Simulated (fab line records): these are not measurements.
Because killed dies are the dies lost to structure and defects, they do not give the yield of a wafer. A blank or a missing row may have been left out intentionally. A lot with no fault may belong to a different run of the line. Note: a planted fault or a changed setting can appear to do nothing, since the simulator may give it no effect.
Comparing a struck lot with a sound one || flow ritCmos || 15 out of 202 route steps
Sound: these wafers, L950.1, L950.3, L950.5. Wafers L955.2, L955.3, L955.4 were the ones struck. The cause is given at the end.
For every step that has rows: the tool of each side, followed by ch and its chambers, followed by its first start. Under that, the readings that differ: sound wafers || struck wafers || difference of the means || sigmas: that difference in standard deviations of wafers without a fault.
alike: readings whose means differ by less than 2 such deviations, and words and numbers that are the same on both sides. not compared: withheld readings, readings that some wafer has no value for, bounds like >300 that may hide the same value, and numbers for which the record gives no deviation and whose values overlap.
The two part at a step that has a row with sigmas, a row that says differs or no value, or rows on one side only. Numbers that don't overlap but have no deviation are shown without sigmas and don't part them. Lack of a reading on every wafer of one side parts them only where that side has two or more wafers.

RIT_SPACER_ETCHBACK_05: etches Si3N4 in SF6/CHF3, stops on SiO2, target depth 250 nm, time 240 s.
  sound on rieDiel-04 ch 0,2, day 3 23:11; struck on rieDiel-02 ch 1,2,3, day 4 23:55
  alike: drypumpMotorCurrentA, oesProductAu, throttleValvePct
  not compared: rfHoursCounterH
then, 6 steps without rows for these wafers: RIT_NSD_HMDS_00 (prime time 60 s); RIT_NSD_COAT_01 (resist thk 1000 nm); RIT_NSD_SOFTBAKE_02 (time 60 s); RIT_NSD_EXPOSE_03 (exposes mask M9, target cd 40700 nm); RIT_NSD_PEB_04; RIT_NSD_DEVELOP_05 (develop time 50 s).
RIT_NSD_OVL_MEAS_06:
  sound: overlay-01 at day 4 00:11; struck: overlay-02 at day 5 01:04
  alike: NSD_OVL
then, 2 steps without rows for these wafers: RIT_NSD_HARDBAKE_07 (time 60 s); RIT_NSD_IMPLANT_08.
RIT_NSD_STRIP_09: strips in O2, time 180 s.
  sound on plasmaAsher-01 ch 0,1, day 4 00:31; struck on plasmaAsher-01 ch 0,1, day 5 01:23
  alike: drypumpMotorCurrentA
  not compared: rfHoursCounterH
RIT_NSD_TW_MEAS_10:
  sound: filmMetro-02 at day 4 00:41; struck: filmMetro-02 at day 5 01:34
  alike: NSD_TW
RIT_PSD_HMDS_00: prime time 60 s.
  sound on lithoTrack-02 ch 0, day 4 00:45; struck on lithoTrack-02 ch 0, day 5 01:39
{"reading": "primeTempC (C)", "sound": "140.23 139.79 140.13", "struck": "149.97 149.65 149.86", "difference": "+9.78", "sigmas": "+70"}
then, 1 step without rows for these wafers: RIT_PSD_COAT_01 (resist thk 1000 nm).
RIT_M1_PROBE_99:
  sound: prober-02 at day 4 11:40; struck: prober-01 at day 5 11:25
{"reading": "killedAtContacts", "sound": "0 0 0", "struck": "0 1 1", "difference": "+1", "sigmas": "+2"}
  alike: killedAtFrontEnd, killedDies, killedOpen, killedShort

## WHERE THEY PART
Earliest at RIT_PSD_HMDS_00; latest, in this record, at RIT_M1_PROBE_99.

WHY: what the simulator had put in
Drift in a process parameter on lithoTrack-02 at RIT_PSD_HMDS_00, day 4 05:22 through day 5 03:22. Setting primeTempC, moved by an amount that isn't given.
